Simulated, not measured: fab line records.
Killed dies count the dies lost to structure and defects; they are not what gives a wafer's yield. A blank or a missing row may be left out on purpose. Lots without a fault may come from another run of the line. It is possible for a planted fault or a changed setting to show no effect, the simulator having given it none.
The tool behind it: which one? | flow rit-cmos | 14 lots with 42 wafers sampled at 2 steps, on a route of 202 steps

## WHAT EACH GAUGE READ, for each wafer
The record holds no reading of a measuring or inspecting step that can be judged against a usual standard deviation.

## EACH LOT AND THE TOOL THAT RAN IT (in order: tool; ch and the chambers of the sampled wafers; start)
lot  | RIT_NRETRO_IMPLANT_08          | RIT_M1_PROBE_99
L531 | implanter-03 ch 0, day 2 05:48 | -
L533 | implanter-03 ch 0, day 2 16:07 | -
L534 | implanter-04 ch 0, day 2 21:23 | -
L535 | implanter-04 ch 0, day 3 01:42 | prober-01, day 4 06:28
L536 | implanter-02 ch 0, day 3 06:25 | prober-02, day 4 09:12
L538 | implanter-03 ch 0, day 3 16:34 | prober-02, day 4 20:35
L539 | implanter-04 ch 0, day 3 22:11 | prober-01, day 5 03:25
L540 | implanter-02 ch 0, day 4 03:04 | -
L541 | implanter-04 ch 0, day 4 07:57 | prober-01, day 5 12:29
L546 | implanter-03 ch 0, day 5 09:31 | -
L549 | implanter-03 ch 0, day 6 00:31 | -
L551 | implanter-03 ch 0, day 6 10:41 | prober-01, day 7 13:43
L552 | implanter-04 ch 0, day 6 15:07 | prober-02, day 7 17:44
L554 | implanter-04 ch 0, day 7 01:47 | -
- RIT_NRETRO_IMPLANT_08
- RIT_M1_PROBE_99

## WHAT THE TOOLS THEMSELVES READ (means of the sampled wafers that have a number; where no wafer has one, the mark that the record gives instead)
RIT_NRETRO_IMPLANT_08.
lot  | tool         | tilt-deg (degrees)
L531 | implanter-03 | 7.016
L533 | implanter-03 | 6.993
L534 | implanter-04 | 6.986
L535 | implanter-04 | 6.990
L536 | implanter-02 | 6.990
L538 | implanter-03 | 6.966
L539 | implanter-04 | 7.006
L540 | implanter-02 | 6.988
L541 | implanter-04 | 6.986
L546 | implanter-03 | 7.002
L549 | implanter-03 | 11.186
L551 | implanter-03 | 11.199
L552 | implanter-04 | 7.026
L554 | implanter-04 | 7.012

RIT_M1_PROBE_99.
lot  | tool      | killed_at_M0_to_M3 | killed-at-contacts | killed-at-front-end | killed-dies | killed-open | killed-short
L535 | prober-01 | 0.0                | 0.0                | 7.3                 | 7.3         | 2.7         | 4.7
L536 | prober-02 | 0.0                | 0.0                | 8.0                 | 8.0         | 5.7         | 2.3
L538 | prober-02 | 0.0                | 0.0                | 7.7                 | 7.7         | 3.3         | 3.7
L539 | prober-01 | 0.0                | 0.0                | 8.3                 | 8.3         | 5.0         | 3.3
L541 | prober-01 | 0.0                | 0.0                | 11.0                | 11.0        | 6.0         | 5.0
L551 | prober-01 | 0.0                | 0.3                | 9.0                 | 9.3         | 4.7         | 4.7
L552 | prober-02 | 0.0                | 0.3                | 9.3                 | 9.7         | 5.7         | 4.0

## THE ANSWER, worked out from the rows above alone
Rule: usual is defined by the lots themselves. The widest of any qualifying gaps counts: lots, ordered by their means at a reading, are off when they make up no more than a third of the lots, leave a main group of 4 or more, and stand apart from it by 3 or more times the standard deviation of that group's means. A main group is skipped when, at the precision printed for the reading in the tables above, its means are all equal. A lot without any number at a reading at which 4 lots or more have one is off too. Any other lot the step has rows for is counted as sound. Order of review: gauges by route order, followed by the tools' own readings, for which a lot's mean as printed above is used. At the first step where some lot is off, the reading lying furthest off is the one used; lots without a number count as furthest.
Off at RIT_NRETRO_IMPLANT_08 (tilt-deg): L549, L551. The main group: mean 6.997 degrees, standard deviation 0.016.
If a tool, at that step or one of the process steps before it, ran each lot that is off and ran no sound lot following the first of them, it fits. One candidate fits, namely implanter-03 at RIT_NRETRO_IMPLANT_08. A fault onset in the window from L546 (day 5 09:31, its last sound lot) to L549 (day 6 00:31, its first lot off) fits.
The tool's own readings at RIT_NRETRO_IMPLANT_08 bear it out: on the lots that are off they differ by more than 5 times the standard deviation of the sound lots' means. tilt-deg reads 11.192 degrees there against 6.997 degrees on the sound lots.

## WHAT WAS PUT IN BY THE SIMULATOR
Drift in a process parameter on implanter-03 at RIT_NRETRO_IMPLANT_08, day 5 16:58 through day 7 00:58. Setting tilt-deg, moved by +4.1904, from 7. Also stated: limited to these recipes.
Lots struck among those shown: L549, L551. Same finding as the rule above.
